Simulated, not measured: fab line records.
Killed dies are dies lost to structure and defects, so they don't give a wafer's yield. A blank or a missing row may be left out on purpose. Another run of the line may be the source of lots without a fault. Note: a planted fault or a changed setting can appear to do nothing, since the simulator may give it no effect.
Which of the tools did it?    flow rit_cmos    Sampling: 7 lots, 21 wafers, 2 of 202 route steps

## WHAT THE GAUGES READ, wafer by wafer
RIT_PWELL_TW_MEAS_10.
lot   measured     on             PWELL_TW
L797  day 2 05:11  film_metro-03  961 960 957
L800  day 2 21:11  film_metro-04  976 972 974
L803  day 3 11:29  film_metro-02  962 964 968
L807  day 4 07:13  film_metro-03  30 30 30
L809  day 4 15:50  film_metro-02  30 30 30
L816  day 6 02:31  film_metro-02  972 964 971
L818  day 6 13:38  film_metro-03  958 958 959

## WHICH TOOL RAN EACH LOT (tool, then ch and the chambers of the sampled wafers, then the start)
lot   RIT_NWELL_STRIP_09
L797  plasma_asher-01 ch 0,1, day 2 03:08
L800  plasma_asher-01 ch 0,1, day 2 19:24
L803  plasma_asher-04 ch 0,1, day 3 09:38
L807  plasma_asher-04 ch 0,1, day 4 05:29
L809  plasma_asher-03 ch 0,1, day 4 14:08
L816  plasma_asher-04 ch 0,1, day 6 00:42
L818  plasma_asher-03 ch 0,1, day 6 11:55
- RIT_NWELL_STRIP_09: strips in O2, time 180 s.

## THE ANSWER, worked out from the rows above alone
Rule: the lots themselves supply what counts as usual. Put in order of their means at a reading, lots are off if they are a third of the lots or fewer, leave a main group of 4 or more, and stand apart from it by a gap of 3 or more times the standard deviation of the main group's means; of several such gaps the widest counts. If all means in a main group match to the digits the tables above print for the reading, that group is not used. Also off: a lot with no number at a reading for which 4 or more lots have one. The other lots that the step has rows for count as sound.
Off: at RIT_PWELL_TW_MEAS_10 (PWELL_TW), L807, L809. For the main group the mean is 965 and the standard deviation 5.9.
A tool fits if, at a process step before that reading, it ran every lot that is off, and no sound lot after the first of them. The gauges at RIT_PWELL_TW_MEAS_10 are tried like those tools. Not one of the candidates tried fits.

## WHAT THE SIMULATOR HAD PUT IN
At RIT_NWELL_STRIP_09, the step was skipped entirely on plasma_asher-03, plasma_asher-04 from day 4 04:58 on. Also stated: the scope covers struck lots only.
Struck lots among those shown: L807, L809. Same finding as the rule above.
